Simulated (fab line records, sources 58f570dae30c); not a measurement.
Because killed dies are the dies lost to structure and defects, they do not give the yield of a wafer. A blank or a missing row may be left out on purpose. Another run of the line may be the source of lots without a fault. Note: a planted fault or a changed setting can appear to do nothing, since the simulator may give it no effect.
Split-lot experiment + flow berkeleyCmos170 + route with 331 steps; 5 lots, 23 wafers read

ABOUT THE SPLIT
At UCB170_M3_SPUTTER_01 (material Al, target thk 900 nm, time 120 s), the setting powerW was moved away from the recipe's 6000 W on 8 of the 23 wafers read, by -9.2% to +10.4%. The other wafers ran this setting at the recipe's value.

FROM THE SPLIT TO THE READING: what the file shows between them, 7 steps
- UCB170_M3_RS_MEAS_02: measures by four-point-probe
- UCB170_M3_THK_MEAS_03: measures by xrf
- UCB170_M3_EXPOSE_12: exposes mask METAL3, target cd 700 nm (also split here: doseMj)
- UCB170_M3_PEB_13
- UCB170_M3_DEVELOP_14: develop time 45 s
- UCB170_M3_CD_MEAS_15: target cd 700 nm
- UCB170_M3_ETCH_17: etches BARC in N2/H2

THE READING
oesProductAu, in a.u., at UCB170_M3_METAL_ETCH_18 (etches Al in Cl2/BCl3, stops on SiO2, target depth 1170 nm, time 195 s). Typical for fault-free wafers on this fab line: 0.844 a.u., with standard deviation 0.012 a.u.

| wafer  | tool, chamber at the split | powerW as run, W | against the recipe | oesProductAu, a.u. | against lot-mates on the recipe |
|--------|----------------------------|------------------|--------------------|--------------------|---------------------------------|
| L077.1 | pvdSputter-04, -           | 6000             | recipe             | 0.835              | -                               |
| L077.2 | pvdSputter-04, -           | 6000             | recipe             | 0.836              | -                               |
| L077.4 | pvdSputter-04, -           | 6000             | recipe             | 0.830              | -                               |
| L084.1 | pvdSputter-04, -           | 6622             | +10.4%             | 0.892              | +0.066                          |
| L084.2 | pvdSputter-04, -           | 6000             | recipe             | 0.827              | -                               |
| L084.4 | pvdSputter-04, -           | 6622             | +10.4%             | 0.892              | +0.066                          |
| L084.5 | pvdSputter-04, -           | 6000             | recipe             | 0.825              | -                               |
| L084.6 | pvdSputter-04, -           | 6622             | +10.4%             | 0.890              | +0.064                          |
| L083.1 | pvdSputter-03, -           | 6435             | +7.3%              | 0.902              | +0.059                          |
| L083.2 | pvdSputter-03, -           | 6000             | recipe             | 0.845              | -                               |
| L083.3 | pvdSputter-03, -           | 6435             | +7.3%              | 0.882              | +0.039                          |
| L083.5 | pvdSputter-03, -           | 6435             | +7.3%              | 0.896              | +0.053                          |
| L083.6 | pvdSputter-03, -           | 6000             | recipe             | 0.841              | -                               |
| L080.2 | pvdSputter-01, -           | 6000             | recipe             | 0.843              | -                               |
| L080.3 | pvdSputter-01, -           | 5450             | -9.2%              | 0.801              | -0.037                          |
| L080.4 | pvdSputter-01, -           | 6000             | recipe             | 0.832              | -                               |
| L080.5 | pvdSputter-01, -           | 5450             | -9.2%              | 0.799              | -0.039                          |
| L080.6 | pvdSputter-01, -           | 6000             | recipe             | 0.839              | -                               |
| L082.1 | pvdSputter-03, -           | 6000             | recipe             | 0.858              | -                               |
| L082.2 | pvdSputter-03, -           | 6000             | recipe             | 0.851              | -                               |
| L082.4 | pvdSputter-03, -           | 6000             | recipe             | 0.873              | -                               |
| L082.5 | pvdSputter-03, -           | 6000             | recipe             | 0.852              | -                               |
| L082.6 | pvdSputter-03, -           | 6000             | recipe             | 0.864              | -                               |

THE FIT
A straight line over all 23 wafers: oesProductAu changes by +0.00513 a.u. for each +1% of powerW; r = +0.90; the points scatter about the line by 0.013 a.u.
The same after taking each lot's own level away (the mean of its wafers on the recipe; 23 wafers): +0.00573 a.u. for each +1%; r = +0.97; scatter 0.0075 a.u.
Per that fit: largest powerW move, reading shift of 0.059 a.u.
Measured against the standard deviation above, the lots' own levels, which go from 0.8260 to 0.8596 a.u., span 2.8 times it.
Thus the slope moves with the lot-to-lot level: the two fits are different.
Check: with one of the wafers moved furthest among these (+10.4%) left out of the fit, the line predicts +0.0618 a.u. for it against its lot-mates. It came out at +0.066 a.u. against them.

OTHER SPLITS APPLIED TO THESE WAFERS
Before the reading, these wafers also passed through other splits. Each is held against what the fit with the lots' levels taken away leaves over:
| other split on the same wafers | wafers away from the commonest value | r with oesProductAu (lot level and that fit taken away) |
|--------------------------------|--------------------------------------|---------------------------------------------------------|
| UCB170_M3_EXPOSE_12 doseMj     | 9                                    | -0.42                                                   |

THE WHOLE CHAIN: every reading that the file lists as answering this split, in the file's order
| step                    | what it does                                                           | reading                                                                    | change (the file's fit)                   | r (the file's) |
|-------------------------|------------------------------------------------------------------------|----------------------------------------------------------------------------|-------------------------------------------|----------------|
| UCB170_M3_SPUTTER_01    | material Al, target thk 900 nm, time 120 s                             | Al_of_M3_SPUTTER_01.thkNm (the simulator's own value, which no gauge read) | +9.11 nm for each +1% of the setting      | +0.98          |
| UCB170_M3_RS_MEAS_02    | measures by four-point-probe                                           | M3_AL_RS                                                                   | -0.000327 for each +1% of the setting     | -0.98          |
| UCB170_M3_THK_MEAS_03   | measures by xrf                                                        | M3_AL_THK                                                                  | +8.89 for each +1% of the setting         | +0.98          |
| UCB170_M3_METAL_ETCH_18 | etches Al in Cl2/BCl3, stops on SiO2, target depth 1170 nm, time 195 s | oesProductAu                                                               | +0.00567 a.u. for each +1% of the setting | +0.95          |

THE FILE'S OWN FIT
oesProductAu changes by +0.00567 a.u. for each +1% of powerW, r = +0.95.
